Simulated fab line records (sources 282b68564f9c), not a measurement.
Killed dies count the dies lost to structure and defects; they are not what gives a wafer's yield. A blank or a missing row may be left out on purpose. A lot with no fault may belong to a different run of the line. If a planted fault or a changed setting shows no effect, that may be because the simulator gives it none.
fab line records || flow ritCmos
[record] {"lots": 14, "wafers": 42, "lastDay": 7}
route steps=202 shown PWELL@47 M1@202
lots that met no fault: from a run of the same line without faults
startH: start of the lot's first displayed wafer, in hours after the record's first day || waitH: hours since the lot's step before || " same as the row above || L1.1+2: one row covering several wafers at once || - value missing, or start not given || * or withheld: withheld || < > ~ a bound
route shown NAME@n: NAME is a module with steps in the file, n the number in the route of the first one || usual: the fault-free wafers' mean and standard deviation || same: alike in all rows || chamber/n: place in a boat || sites: per-site readings || _std_site: the standard deviation of these || _edge_site: the outer-site mean with the inner-site mean subtracted || radiusMm: how far each site lies from the wafer's centre || mask NAME#n: copy n || behind: tool/chamber where the wafer was last shaped || hold: why the lot was held/for how many hours/how that ended || device: transistor that didn't switch, given as n, p or np || end of line: at the end of the route, the tests of the same wafers || a step without rows: its recipe alone || killed: dies that structure and defects cost at the first sort, which is not the same as the wafer's yield || map: per-die view of a wafer (x killed, . not killed, _ where there is no die)
set.NAME: the setting as run; set.NAME@STEP: as run at that earlier step || model.NAME: the simulator's own value behind a step, which no gauge read
one table for each step of the route and one row for each wafer, over a sample of lots
services: when a tool's chamber went out of use (startH, in hours from the record's first day, below 0 if earlier), for how many hours, and the reason
[[steps]]
[step RIT_PWELL_IMPLANT_08]
[recipe] {"species": "B", "energyKev": 168.6, "doseCm2": 7e+13, "tiltDeg": 7}
[usual] {"faradayCurrentUA": "222/4.5", "tiltDeg": "7.000/0.02"}
[same] {"implantIonAmu": 11}
{"lot.wafer": "L582.1", "tool": "implanter-04", "chamber": 0, "startH": 25.72, "waitH": 0.2, "faradayCurrentUA": 221, "tiltDeg": 6.957}
{"lot.wafer": "L582.3", "tool": "implanter-04", "chamber": 0, "startH": 25.72, "waitH": 0.2, "faradayCurrentUA": 221, "tiltDeg": 6.952}
{"lot.wafer": "L582.5", "tool": "implanter-04", "chamber": 0, "startH": 25.72, "waitH": 0.2, "faradayCurrentUA": 217, "tiltDeg": 6.985}
{"lot.wafer": "L583.1", "tool": "implanter-02", "chamber": 0, "startH": 27.63, "waitH": 0.2, "faradayCurrentUA": 219, "tiltDeg": 6.976}
{"lot.wafer": "L583.2", "tool": "implanter-02", "chamber": 0, "startH": 27.63, "waitH": 0.2, "faradayCurrentUA": 228, "tiltDeg": 6.964}
{"lot.wafer": "L583.4", "tool": "implanter-02", "chamber": 0, "startH": 27.63, "waitH": 0.2, "faradayCurrentUA": 216, "tiltDeg": 6.976}
{"lot.wafer": "L584.2", "tool": "implanter-01", "chamber": 0, "startH": 33.95, "waitH": 0.2, "faradayCurrentUA": 224, "tiltDeg": 7.033}
{"lot.wafer": "L584.3", "tool": "implanter-01", "chamber": 0, "startH": 33.95, "waitH": 0.2, "faradayCurrentUA": 225, "tiltDeg": 7.007}
{"lot.wafer": "L584.5", "tool": "implanter-01", "chamber": 0, "startH": 33.95, "waitH": 0.2, "faradayCurrentUA": 217, "tiltDeg": 7.010}
{"lot.wafer": "L585.1", "tool": "implanter-04", "chamber": 0, "startH": 38.65, "waitH": 0.2, "faradayCurrentUA": 221, "tiltDeg": 6.985}
{"lot.wafer": "L585.4", "tool": "implanter-04", "chamber": 0, "startH": 38.65, "waitH": 0.2, "faradayCurrentUA": 218, "tiltDeg": 6.992}
{"lot.wafer": "L585.6", "tool": "implanter-04", "chamber": 0, "startH": 38.65, "waitH": 0.2, "faradayCurrentUA": 231, "tiltDeg": 7.005}
{"lot.wafer": "L586.1", "tool": "implanter-04", "chamber": 0, "startH": 42.17, "waitH": 0.2, "faradayCurrentUA": 230, "tiltDeg": 7.022}
{"lot.wafer": "L586.2", "tool": "implanter-04", "chamber": 0, "startH": 42.17, "waitH": 0.2, "faradayCurrentUA": 212, "tiltDeg": 6.996}
{"lot.wafer": "L586.6", "tool": "implanter-04", "chamber": 0, "startH": 42.17, "waitH": 0.2, "faradayCurrentUA": 224, "tiltDeg": 6.986}
{"lot.wafer": "L587.1", "tool": "implanter-04", "chamber": 0, "startH": 50.57, "waitH": 0.2, "faradayCurrentUA": 223, "tiltDeg": 6.975}
{"lot.wafer": "L587.2", "tool": "implanter-04", "chamber": 0, "startH": 50.57, "waitH": 0.2, "faradayCurrentUA": 215, "tiltDeg": 7.015}
{"lot.wafer": "L587.5", "tool": "implanter-04", "chamber": 0, "startH": 50.57, "waitH": 0.2, "faradayCurrentUA": 219, "tiltDeg": 6.997}
{"lot.wafer": "L588.1", "tool": "implanter-01", "chamber": 0, "startH": 53.66, "waitH": 0.2, "faradayCurrentUA": 222, "tiltDeg": 6.978}
{"lot.wafer": "L588.3", "tool": "implanter-01", "chamber": 0, "startH": 53.66, "waitH": 0.2, "faradayCurrentUA": 219, "tiltDeg": 7.011}
{"lot.wafer": "L588.5", "tool": "implanter-01", "chamber": 0, "startH": 53.66, "waitH": 0.2, "faradayCurrentUA": 219, "tiltDeg": 6.975}
{"lot.wafer": "L589.2", "tool": "implanter-04", "chamber": 0, "startH": 58.13, "waitH": 0.2, "faradayCurrentUA": 225, "tiltDeg": 7.017}
{"lot.wafer": "L589.5", "tool": "implanter-04", "chamber": 0, "startH": 58.13, "waitH": 0.2, "faradayCurrentUA": 228, "tiltDeg": 6.990}
{"lot.wafer": "L589.6", "tool": "implanter-04", "chamber": 0, "startH": 58.13, "waitH": 0.2, "faradayCurrentUA": 228, "tiltDeg": 7.035}
{"lot.wafer": "L590.1", "tool": "implanter-01", "chamber": 0, "startH": 63.57, "waitH": 0.2, "faradayCurrentUA": 215, "tiltDeg": 7.002}
{"lot.wafer": "L590.4", "tool": "implanter-01", "chamber": 0, "startH": 63.57, "waitH": 0.2, "faradayCurrentUA": 221, "tiltDeg": 6.980}
{"lot.wafer": "L590.5", "tool": "implanter-01", "chamber": 0, "startH": 63.57, "waitH": 0.2, "faradayCurrentUA": 218, "tiltDeg": 6.995}
{"lot.wafer": "L591.3", "tool": "implanter-04", "chamber": 0, "startH": 67.64, "waitH": 0.2, "faradayCurrentUA": 220, "tiltDeg": 7.027}
{"lot.wafer": "L591.4", "tool": "implanter-04", "chamber": 0, "startH": 67.64, "waitH": 0.2, "faradayCurrentUA": 223, "tiltDeg": 6.981}
{"lot.wafer": "L591.6", "tool": "implanter-04", "chamber": 0, "startH": 67.64, "waitH": 0.2, "faradayCurrentUA": 215, "tiltDeg": 6.990}
{"lot.wafer": "L592.2", "tool": "implanter-04", "chamber": 0, "startH": 72.60, "waitH": 0.2, "faradayCurrentUA": 225, "tiltDeg": 6.994}
{"lot.wafer": "L592.4", "tool": "implanter-04", "chamber": 0, "startH": 72.60, "waitH": 0.2, "faradayCurrentUA": 217, "tiltDeg": 6.991}
{"lot.wafer": "L592.6", "tool": "implanter-04", "chamber": 0, "startH": 72.60, "waitH": 0.2, "faradayCurrentUA": 221, "tiltDeg": 6.991}
{"lot.wafer": "L593.3", "tool": "implanter-01", "chamber": 0, "startH": 80.03, "waitH": 0.2, "faradayCurrentUA": 214, "tiltDeg": 6.988}
{"lot.wafer": "L593.5", "tool": "implanter-01", "chamber": 0, "startH": 80.03, "waitH": 0.2, "faradayCurrentUA": 226, "tiltDeg": 7.004}
{"lot.wafer": "L593.6", "tool": "implanter-01", "chamber": 0, "startH": 80.03, "waitH": 0.2, "faradayCurrentUA": 224, "tiltDeg": 6.998}
{"lot.wafer": "L602.2", "tool": "implanter-04", "chamber": 0, "startH": 122.34, "waitH": 0.2, "faradayCurrentUA": 235, "tiltDeg": 4.416}
{"lot.wafer": "L602.3", "tool": "implanter-04", "chamber": 0, "startH": 122.34, "waitH": 0.2, "faradayCurrentUA": 224, "tiltDeg": 4.426}
{"lot.wafer": "L602.5", "tool": "implanter-04", "chamber": 0, "startH": 122.34, "waitH": 0.2, "faradayCurrentUA": 224, "tiltDeg": 4.446}
{"lot.wafer": "L604.2", "tool": "implanter-04", "chamber": 0, "startH": 132.58, "waitH": 0.2, "faradayCurrentUA": 231, "tiltDeg": 4.459}
{"lot.wafer": "L604.3", "tool": "implanter-04", "chamber": 0, "startH": 132.58, "waitH": 0.2, "faradayCurrentUA": 221, "tiltDeg": 4.453}
{"lot.wafer": "L604.6", "tool": "implanter-04", "chamber": 0, "startH": 132.58, "waitH": 0.2, "faradayCurrentUA": 218, "tiltDeg": 4.452}
[step RIT_M1_PROBE_99]
[usual] {"killedAtContacts": "0.1/0.31", "killedAtFrontEnd": "7/3.2", "killedDies": "7/3.2", "killedOnRim": "1.8/1.3", "killedOpen": "3.6/2.1", "killedShort": "3.5/2.1"}
[same] {"grossDies": 264, "killed_at_M0_to_M3": 0, "killed_at_M4_up": 0, "killedAtBackSide": 0, "killedAtOther": 0}
{"lot.wafer": "L582.1", "tool": "prober-01", "chamber": "-", "startH": 60.95, "waitH": 0.1, "killedAtContacts": 0, "killedAtFrontEnd": 6, "killedDies": 6, "killedOnRim": 3, "killedOpen": 3, "killedShort": 3}
{"lot.wafer": "L582.3", "tool": "prober-01", "chamber": "-", "startH": 61.05, "waitH": 0.2, "killedAtContacts": 0, "killedAtFrontEnd": 2, "killedDies": 2, "killedOnRim": 1, "killedOpen": 0, "killedShort": 2}
{"lot.wafer": "L582.5", "tool": "prober-01", "chamber": "-", "startH": 61.15, "waitH": 0.2, "killedAtContacts": 0, "killedAtFrontEnd": 5, "killedDies": 5, "killedOnRim": 0, "killedOpen": 3, "killedShort": 2}
{"lot.wafer": "L583.1", "tool": "prober-02", "chamber": "-", "startH": 63.67, "waitH": 0.1, "killedAtContacts": 0, "killedAtFrontEnd": 1, "killedDies": 1, "killedOnRim": 0, "killedOpen": 0, "killedShort": 1}
{"lot.wafer": "L583.2", "tool": "prober-02", "chamber": "-", "startH": 63.72, "waitH": 0.1, "killedAtContacts": 0, "killedAtFrontEnd": 6, "killedDies": 6, "killedOnRim": 2, "killedOpen": 2, "killedShort": 4}
{"lot.wafer": "L583.4", "tool": "prober-02", "chamber": "-", "startH": 63.82, "waitH": 0.2, "killedAtContacts": 0, "killedAtFrontEnd": 4, "killedDies": 4, "killedOnRim": 0, "killedOpen": 3, "killedShort": 1}
{"lot.wafer": "L585.1", "tool": "prober-02", "chamber": "-", "startH": 73.67, "waitH": 0.1, "killedAtContacts": 0, "killedAtFrontEnd": 2, "killedDies": 2, "killedOnRim": 0, "killedOpen": 2, "killedShort": 0}
{"lot.wafer": "L585.4", "tool": "prober-02", "chamber": "-", "startH": 73.82, "waitH": 0.2, "killedAtContacts": 1, "killedAtFrontEnd": 6, "killedDies": 7, "killedOnRim": 3, "killedOpen": 2, "killedShort": 5}
{"lot.wafer": "L585.6", "tool": "prober-02", "chamber": "-", "startH": 73.92, "waitH": 0.2, "killedAtContacts": 0, "killedAtFrontEnd": 5, "killedDies": 5, "killedOnRim": 2, "killedOpen": 1, "killedShort": 4}
{"lot.wafer": "L584.2", "tool": "prober-01", "chamber": "-", "startH": 73.72, "waitH": 0.1, "killedAtContacts": 0, "killedAtFrontEnd": 14, "killedDies": 14, "killedOnRim": 2, "killedOpen": 3, "killedShort": 9}
{"lot.wafer": "L584.3", "tool": "prober-01", "chamber": "-", "startH": 73.77, "waitH": 0.2, "killedAtContacts": 0, "killedAtFrontEnd": 12, "killedDies": 12, "killedOnRim": 3, "killedOpen": 8, "killedShort": 4}
{"lot.wafer": "L584.5", "tool": "prober-01", "chamber": "-", "startH": 73.87, "waitH": 0.2, "killedAtContacts": 0, "killedAtFrontEnd": 11, "killedDies": 11, "killedOnRim": 3, "killedOpen": 6, "killedShort": 4}
{"lot.wafer": "L586.1", "tool": "prober-02", "chamber": "-", "startH": 77.95, "waitH": 0.1, "killedAtContacts": 0, "killedAtFrontEnd": 11, "killedDies": 11, "killedOnRim": 5, "killedOpen": 7, "killedShort": 4}
{"lot.wafer": "L586.2", "tool": "prober-02", "chamber": "-", "startH": 78.00, "waitH": 0.1, "killedAtContacts": 0, "killedAtFrontEnd": 5, "killedDies": 5, "killedOnRim": 3, "killedOpen": 2, "killedShort": 3}
{"lot.wafer": "L586.6", "tool": "prober-02", "chamber": "-", "startH": 78.20, "waitH": 0.2, "killedAtContacts": 0, "killedAtFrontEnd": 6, "killedDies": 6, "killedOnRim": 2, "killedOpen": 2, "killedShort": 4}
{"lot.wafer": "L587.1", "tool": "prober-01", "chamber": "-", "startH": 85.74, "waitH": 0.1, "killedAtContacts": 0, "killedAtFrontEnd": 6, "killedDies": 6, "killedOnRim": 2, "killedOpen": 3, "killedShort": 3}
{"lot.wafer": "L587.2", "tool": "prober-01", "chamber": "-", "startH": 85.79, "waitH": 0.1, "killedAtContacts": 0, "killedAtFrontEnd": 7, "killedDies": 7, "killedOnRim": 3, "killedOpen": 4, "killedShort": 3}
{"lot.wafer": "L587.5", "tool": "prober-01", "chamber": "-", "startH": 85.94, "waitH": 0.2, "killedAtContacts": 0, "killedAtFrontEnd": 5, "killedDies": 5, "killedOnRim": 2, "killedOpen": 3, "killedShort": 2}
{"lot.wafer": "L588.1", "tool": "prober-02", "chamber": "-", "startH": 88.82, "waitH": 0.1, "killedAtContacts": 0, "killedAtFrontEnd": 6, "killedDies": 6, "killedOnRim": 2, "killedOpen": 2, "killedShort": 4}
{"lot.wafer": "L588.3", "tool": "prober-02", "chamber": "-", "startH": 88.92, "waitH": 0.2, "killedAtContacts": 0, "killedAtFrontEnd": 3, "killedDies": 3, "killedOnRim": 1, "killedOpen": 1, "killedShort": 2}
{"lot.wafer": "L588.5", "tool": "prober-02", "chamber": "-", "startH": 89.02, "waitH": 0.2, "killedAtContacts": 0, "killedAtFrontEnd": 3, "killedDies": 3, "killedOnRim": 1, "killedOpen": 2, "killedShort": 1}
{"lot.wafer": "L589.2", "tool": "prober-01", "chamber": "-", "startH": 92.93, "waitH": 0.1, "killedAtContacts": 0, "killedAtFrontEnd": 9, "killedDies": 9, "killedOnRim": 4, "killedOpen": 5, "killedShort": 4}
{"lot.wafer": "L589.5", "tool": "prober-01", "chamber": "-", "startH": 93.08, "waitH": 0.2, "killedAtContacts": 0, "killedAtFrontEnd": 7, "killedDies": 7, "killedOnRim": 1, "killedOpen": 4, "killedShort": 3}
{"lot.wafer": "L589.6", "tool": "prober-01", "chamber": "-", "startH": 93.13, "waitH": 0.2, "killedAtContacts": 0, "killedAtFrontEnd": 5, "killedDies": 5, "killedOnRim": 2, "killedOpen": 2, "killedShort": 3}
{"lot.wafer": "L590.1", "tool": "prober-02", "chamber": "-", "startH": 99.54, "waitH": 0.1, "killedAtContacts": 0, "killedAtFrontEnd": 7, "killedDies": 7, "killedOnRim": 2, "killedOpen": 4, "killedShort": 3}
{"lot.wafer": "L590.4", "tool": "prober-02", "chamber": "-", "startH": 99.69, "waitH": 0.2, "killedAtContacts": 0, "killedAtFrontEnd": 5, "killedDies": 5, "killedOnRim": 1, "killedOpen": 5, "killedShort": 0}
{"lot.wafer": "L590.5", "tool": "prober-02", "chamber": "-", "startH": 99.74, "waitH": 0.2, "killedAtContacts": 0, "killedAtFrontEnd": 20, "killedDies": 20, "killedOnRim": 3, "killedOpen": 11, "killedShort": 9}
{"lot.wafer": "L591.3", "tool": "prober-01", "chamber": "-", "startH": 103.14, "waitH": 0.2, "killedAtContacts": 0, "killedAtFrontEnd": 5, "killedDies": 5, "killedOnRim": 0, "killedOpen": 2, "killedShort": 3}
{"lot.wafer": "L591.4", "tool": "prober-01", "chamber": "-", "startH": 103.19, "waitH": 0.2, "killedAtContacts": 0, "killedAtFrontEnd": 10, "killedDies": 10, "killedOnRim": 2, "killedOpen": 8, "killedShort": 2}
{"lot.wafer": "L591.6", "tool": "prober-01", "chamber": "-", "startH": 103.29, "waitH": 0.2, "killedAtContacts": 0, "killedAtFrontEnd": 7, "killedDies": 7, "killedOnRim": 3, "killedOpen": 4, "killedShort": 3}
{"lot.wafer": "L592.2", "tool": "prober-02", "chamber": "-", "startH": 106.77, "waitH": 0.1, "killedAtContacts": 0, "killedAtFrontEnd": 15, "killedDies": 15, "killedOnRim": 5, "killedOpen": 10, "killedShort": 5}
{"lot.wafer": "L592.4", "tool": "prober-02", "chamber": "-", "startH": 106.87, "waitH": 0.2, "killedAtContacts": 1, "killedAtFrontEnd": 7, "killedDies": 8, "killedOnRim": 2, "killedOpen": 0, "killedShort": 8}
{"lot.wafer": "L592.6", "tool": "prober-02", "chamber": "-", "startH": 106.97, "waitH": 0.2, "killedAtContacts": 0, "killedAtFrontEnd": 12, "killedDies": 12, "killedOnRim": 3, "killedOpen": 8, "killedShort": 4}
{"lot.wafer": "L593.3", "tool": "prober-01", "chamber": "-", "startH": 115.79, "waitH": 0.2, "killedAtContacts": 0, "killedAtFrontEnd": 6, "killedDies": 6, "killedOnRim": 0, "killedOpen": 3, "killedShort": 3}
{"lot.wafer": "L593.5", "tool": "prober-01", "chamber": "-", "startH": 115.89, "waitH": 0.2, "killedAtContacts": 0, "killedAtFrontEnd": 6, "killedDies": 6, "killedOnRim": 3, "killedOpen": 5, "killedShort": 1}
{"lot.wafer": "L593.6", "tool": "prober-01", "chamber": "-", "startH": 115.94, "waitH": 0.2, "killedAtContacts": 0, "killedAtFrontEnd": 4, "killedDies": 4, "killedOnRim": 0, "killedOpen": 2, "killedShort": 2}
{"lot.wafer": "L602.2", "tool": "prober-02", "chamber": "-", "startH": 156.44, "waitH": 0.1, "killedAtContacts": 0, "killedAtFrontEnd": 2, "killedDies": 2, "killedOnRim": 2, "killedOpen": 0, "killedShort": 2}
{"lot.wafer": "L602.3", "tool": "prober-02", "chamber": "-", "startH": 156.49, "waitH": 0.2, "killedAtContacts": 0, "killedAtFrontEnd": 6, "killedDies": 6, "killedOnRim": 2, "killedOpen": 2, "killedShort": 4}
{"lot.wafer": "L602.5", "tool": "prober-02", "chamber": "-", "startH": 156.59, "waitH": 0.2, "killedAtContacts": 0, "killedAtFrontEnd": 10, "killedDies": 10, "killedOnRim": 3, "killedOpen": 1, "killedShort": 9}
{"lot.wafer": "L604.2", "tool": "prober-02", "chamber": "-", "startH": 167.92, "waitH": 0.1, "killedAtContacts": 0, "killedAtFrontEnd": 4, "killedDies": 4, "killedOnRim": 0, "killedOpen": 2, "killedShort": 2}
{"lot.wafer": "L604.3", "tool": "prober-02", "chamber": "-", "startH": 167.97, "waitH": 0.2, "killedAtContacts": 1, "killedAtFrontEnd": 6, "killedDies": 7, "killedOnRim": 1, "killedOpen": 4, "killedShort": 3}
{"lot.wafer": "L604.6", "tool": "prober-02", "chamber": "-", "startH": 168.12, "waitH": 0.2, "killedAtContacts": 0, "killedAtFrontEnd": 4, "killedDies": 4, "killedOnRim": 1, "killedOpen": 2, "killedShort": 2}
// killed by level:class
L582.1 SILICIDE:geometricParticle:open=2 FOX2:geometricParticle:short=1 GATE:geometricParticle:short=1 SPACER:geometricParticle:open=1 SPACER:geometricParticle:short=1
L582.3 FOX1:geometricParticle:short=2
L582.5 SPACER:geometricParticle:short=2 GATE:geometricParticle:open=1 REOX:geometricParticle:open=1 SILICIDE:geometricParticle:open=1
L583.1 SILICIDE:geometricParticle:short=1
L583.2 GATE:geometricParticle:short=3 FOX1:geometricParticle:short=1 FOX2:geometricParticle:open=1 SILICIDE:geometricParticle:open=1
L583.4 FOX2:geometricParticle:open=1 GATE:geometricParticle:open=1 GATE:geometricParticle:short=1 REOX:geometricParticle:open=1
L585.1 GATE:geometricParticle:open=1 SPACER:geometricParticle:open=1
L584.2 GATE:geometricParticle:short=3 FOX1:geometricParticle:short=2 FOX2:geometricParticle:open=2 FOX2:geometricParticle:short=2 REOX:geometricParticle:short=2 PLDD:coatMicrobubblePrinted=2 GATE:geometricParticle:open=1
L584.3 GATE:geometricParticle:open=6 GATE:geometricParticle:short=2 FOX1:geometricParticle:open=1 FOX2:geometricParticle:open=1 SPACER:geometricParticle:short=1 SILICIDE:geometricParticle:short=1
L585.4 FOX1:geometricParticle:open=1 FOX1:geometricParticle:short=1 GATE:geometricParticle:short=1 REOX:geometricParticle:open=1 SPACER:geometricParticle:short=1 SILICIDE:geometricParticle:short=1 CONTACT:geometricParticle:short=1
L584.5 GATE:geometricParticle:open=4 REOX:geometricParticle:short=2 SILICIDE:geometricParticle:open=2 FOX1:geometricParticle:short=1 FOX2:geometricParticle:short=1 PLDD:coatMicrobubblePrinted=1
L585.6 GATE:geometricParticle:short=2 FOX1:geometricParticle:open=1 SILICIDE:geometricParticle:short=1 SPACER:geometricParticle:short=1
L586.1 SPACER:geometricParticle:open=4 REOX:geometricParticle:open=2 SPACER:geometricParticle:short=2 SILICIDE:geometricParticle:short=2 GATE:geometricParticle:open=1
L586.2 SILICIDE:geometricParticle:short=2 FOX1:geometricParticle:open=1 GATE:geometricParticle:short=1 SPACER:geometricParticle:open=1
L586.6 REOX:geometricParticle:open=2 SILICIDE:geometricParticle:short=2 REOX:geometricParticle:short=1 SPACER:geometricParticle:short=1
L587.1 GATE:geometricParticle:open=2 REOX:geometricParticle:short=1 SPACER:geometricParticle:short=1 SILICIDE:geometricParticle:open=1 SILICIDE:geometricParticle:short=1
L587.2 GATE:geometricParticle:open=2 SPACER:geometricParticle:open=2 GATE:geometricParticle:short=1 REOX:geometricParticle:short=1 SPACER:geometricParticle:short=1
L587.5 FOX1:geometricParticle:open=1 FOX2:geometricParticle:open=1 GATE:geometricParticle:open=1 GATE:geometricParticle:short=1 SPACER:geometricParticle:short=1
L588.1 GATE:geometricParticle:short=2 SILICIDE:geometricParticle:short=2 SPACER:geometricParticle:open=1 SILICIDE:geometricParticle:open=1
L588.3 FOX1:geometricParticle:short=1 GATE:geometricParticle:short=1 SPACER:geometricParticle:open=1
L588.5 FOX1:geometricParticle:short=1 GATE:geometricParticle:open=1 REOX:geometricParticle:open=1
L589.2 GATE:geometricParticle:open=2 SILICIDE:geometricParticle:open=2 FOX1:geometricParticle:open=1 FOX2:geometricParticle:short=1 GATE:geometricParticle:short=1 REOX:geometricParticle:short=1 SPACER:geometricParticle:short=1
L589.5 GATE:geometricParticle:open=3 REOX:geometricParticle:short=2 GATE:geometricParticle:short=1 REOX:geometricParticle:open=1
L589.6 REOX:geometricParticle:short=2 GATE:geometricParticle:open=1 REOX:geometricParticle:open=1 SILICIDE:geometricParticle:short=1
L590.1 GATE:geometricParticle:open=3 SPACER:geometricParticle:short=2 FOX2:geometricParticle:short=1 REOX:geometricParticle:open=1
L590.4 SPACER:geometricParticle:open=4 REOX:geometricParticle:open=1
L590.5 FOX2:geometricParticle:open=4 GATE:geometricParticle:short=4 GATE:geometricParticle:open=3 SPACER:geometricParticle:short=3 SPACER:geometricParticle:open=2 SILICIDE:geometricParticle:open=2 FOX2:geometricParticle:short=1 REOX:geometricParticle:short=1
L591.3 GATE:geometricParticle:short=2 FOX1:geometricParticle:open=1 REOX:geometricParticle:open=1 REOX:geometricParticle:short=1
L591.4 GATE:geometricParticle:open=6 REOX:geometricParticle:short=2 FOX2:geometricParticle:open=1 REOX:geometricParticle:open=1
L591.6 REOX:geometricParticle:open=3 GATE:geometricParticle:short=1 GATE:geometricParticle:open=1 REOX:geometricParticle:short=1 SILICIDE:geometricParticle:short=1
L592.2 GATE:geometricParticle:open=6 GATE:geometricParticle:short=5 REOX:geometricParticle:open=2 FOX1:geometricParticle:open=1 SILICIDE:geometricParticle:open=1
L592.4 REOX:geometricParticle:short=3 FOX1:geometricParticle:short=2 SILICIDE:geometricParticle:short=2 CONTACT:geometricParticle:short=1
L592.6 GATE:geometricParticle:open=2 REOX:geometricParticle:open=2 SPACER:geometricParticle:short=2 SPACER:geometricParticle:open=2 FOX1:geometricParticle:open=1 FOX1:geometricParticle:short=1 REOX:geometricParticle:short=1 SILICIDE:geometricParticle:open=1
L593.3 FOX1:geometricParticle:short=2 FOX1:geometricParticle:open=2 GATE:geometricParticle:short=1 REOX:geometricParticle:open=1
L593.5 GATE:geometricParticle:open=2 REOX:geometricParticle:open=2 GATE:geometricParticle:short=1 SPACER:geometricParticle:open=1
L593.6 FOX1:geometricParticle:open=1 GATE:geometricParticle:open=1 GATE:geometricParticle:short=1 SPACER:geometricParticle:short=1
L602.2 SPACER:geometricParticle:short=2
L602.3 GATE:geometricParticle:short=3 FOX2:geometricParticle:open=1 SPACER:geometricParticle:open=1 SILICIDE:geometricParticle:short=1
L602.5 REOX:geometricParticle:short=3 SPACER:geometricParticle:short=2 FOX1:geometricParticle:short=1 FOX2:geometricParticle:short=1 GATE:geometricParticle:open=1 GATE:geometricParticle:short=1 SILICIDE:geometricParticle:short=1
L604.2 FOX1:geometricParticle:short=2 FOX2:geometricParticle:open=2
L604.3 GATE:geometricParticle:open=2 GATE:geometricParticle:short=2 REOX:geometricParticle:open=1 SPACER:geometricParticle:short=1 CONTACT:geometricParticle:open=1
L604.6 REOX:geometricParticle:short=2 REOX:geometricParticle:open=2
[[services]]
{"tool": "implanter-04", "chamber": "-", "startH": 4.26, "hours": 6.0, "kind": "repair"}
{"tool": "implanter-01", "chamber": "-", "startH": 19.52, "hours": 6.7, "kind": "repair"}
{"tool": "implanter-04", "chamber": "-", "startH": 26.49, "hours": 6.9, "kind": "pm"}
{"tool": "implanter-04", "chamber": "-", "startH": 37.59, "hours": 0.6, "kind": "repair"}
{"tool": "implanter-04", "chamber": "-", "startH": 118.21, "hours": 3.3, "kind": "pm"}
{"tool": "implanter-04", "chamber": "-", "startH": 123.72, "hours": 1.7, "kind": "repair"}
[[key]]
[firstSign] {"step": "RIT_PWELL_IMPLANT_08", "reading": "tiltDeg", "direction": "down", "sigmas": "99+", "usual": 7.000, "struck": 4.442}
effect none on later readings
metAt RIT_PWELL_IMPLANT_08
struckLots L602,L604
testerLeftOut L602,L604
onsetBetween 72.60 122.34
[fault] {"kind": "processParameterDrift", "tool": "implanter-04", "chamber": "-", "onsetH": 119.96, "steps": "RIT_PWELL_IMPLANT_08", "channel": "tiltDeg", "offset": -2.5626, "shape": "step", "endH": 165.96, "actsIn": "theseRecipesOnly", "stated": 7}
// testerLeftOut: of these lots the tester's yield and bins aren't shown, on N5 and GAA mostly nor the transistor test; their killed dies are dies lost to structure and defects alone, not to doping, threshold or leakage, so they don't give the yield
